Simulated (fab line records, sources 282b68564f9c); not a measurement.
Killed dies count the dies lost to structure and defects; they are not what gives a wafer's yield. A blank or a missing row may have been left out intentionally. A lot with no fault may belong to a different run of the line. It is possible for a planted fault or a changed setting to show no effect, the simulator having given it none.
A single fault, viewed from 2 desks + flow rit cmos + each desk has only its own numbers; what lay behind them comes last

THE METROLOGY DESK
What the gauges read for every lot (on any tool): the sampled wafers with a number, averaged. Any lot whose mean is over 4 standard deviations away from the usual mean is out of limits and marked OUT; that distance is given in the brackets.
Columns: A = M1_AL_RS at RIT_M1_RS_MEAS_01, usual 0.0743 ohm/sq; B = M1_AL_THK at RIT_M1_THK_MEAS_02, usual 383 nm; C = cd nm at RIT_M1_CD_MEAS_09, usual 2599.2 nm; D = M1_OVL at RIT_M1_OVL_MEAS_10, usual 0.7 nm
| lot  | first seen here | A      | B   | C      | D    |
|------|-----------------|--------|-----|--------|------|
| L276 | day 3 11:58     | 0.0746 | 383 | 2600.4 | -0.9 |
| L280 | day 4 07:58     | 0.0741 | 385 | 2601.8 | 0.6  |
| L286 | day 5 11:49     | 0.0749 | 381 | 2599.5 | -1.0 |
| L289 | day 6 03:50     | 0.0746 | 379 | 2598.3 | 1.9  |
| L296 | day 7 18:44     | 0.0736 | 387 | 2598.6 | 2.3  |
| L298 | day 8 01:07     | 0.0743 | 385 | 2600.4 | 2.2  |
Result from this desk: across the 6 lots, nothing is out of limits.

AT THE TOOL OWNER'S DESK: rie metal-01
The tool's own readings at RIT_M1_METAL_ETCH_12 (etches Al in Cl2/BCl3, stops on SiO2, time 165 s, target depth 600 nm): means of the sampled wafers that have a number, for each lot that ran on this tool. Any lot whose mean is over 4 standard deviations away from the usual mean is out of limits and marked OUT; that distance is given in the brackets.
Columns: A = drypump motor current A at RIT_M1_METAL_ETCH_12, usual 5.7 A; B = oes product au at RIT_M1_METAL_ETCH_12, usual 0.764 a.u.; C = run length s at RIT_M1_METAL_ETCH_12, usual 193.9 s; D = throttle valve pct at RIT_M1_METAL_ETCH_12, usual 8.31 %
| lot  | first seen here | A   | B     | C                | D    |
|------|-----------------|-----|-------|------------------|------|
| L280 | day 4 10:03     | 5.3 | 0.774 | 193.7            | 8.36 |
| L286 | day 5 13:25     | 5.7 | 0.755 | 202.4 (+6.1) OUT | 8.32 |
| L289 | day 6 05:25     | 5.4 | 0.749 | 202.6 (+6.2) OUT | 8.36 |
This desk's verdict: out of limits on L286, L289, starting with L286 at day 5 13:25 (run length s at RIT_M1_METAL_ETCH_12). L280 stayed within limits.

TAKEN TOGETHER
An alarm could have come from the tool owner's desk at day 5 13:25, on L286, L289.
At the metrology desk, nothing out of limits was observed.
The metrology desk holds a record of L286, L289, inside its limits.
Of the lots named, all ran RIT_M1_METAL_ETCH_12 on rie metal-01.

WHAT THE SIMULATOR HAD INSERTED
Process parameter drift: rie metal-01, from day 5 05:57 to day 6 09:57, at RIT_M1_METAL_ETCH_12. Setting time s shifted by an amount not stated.
Lots struck among those shown: L286, L289.
Hours from the fault's start to each desk's first reading out of limits: the tool owner's desk, 7.
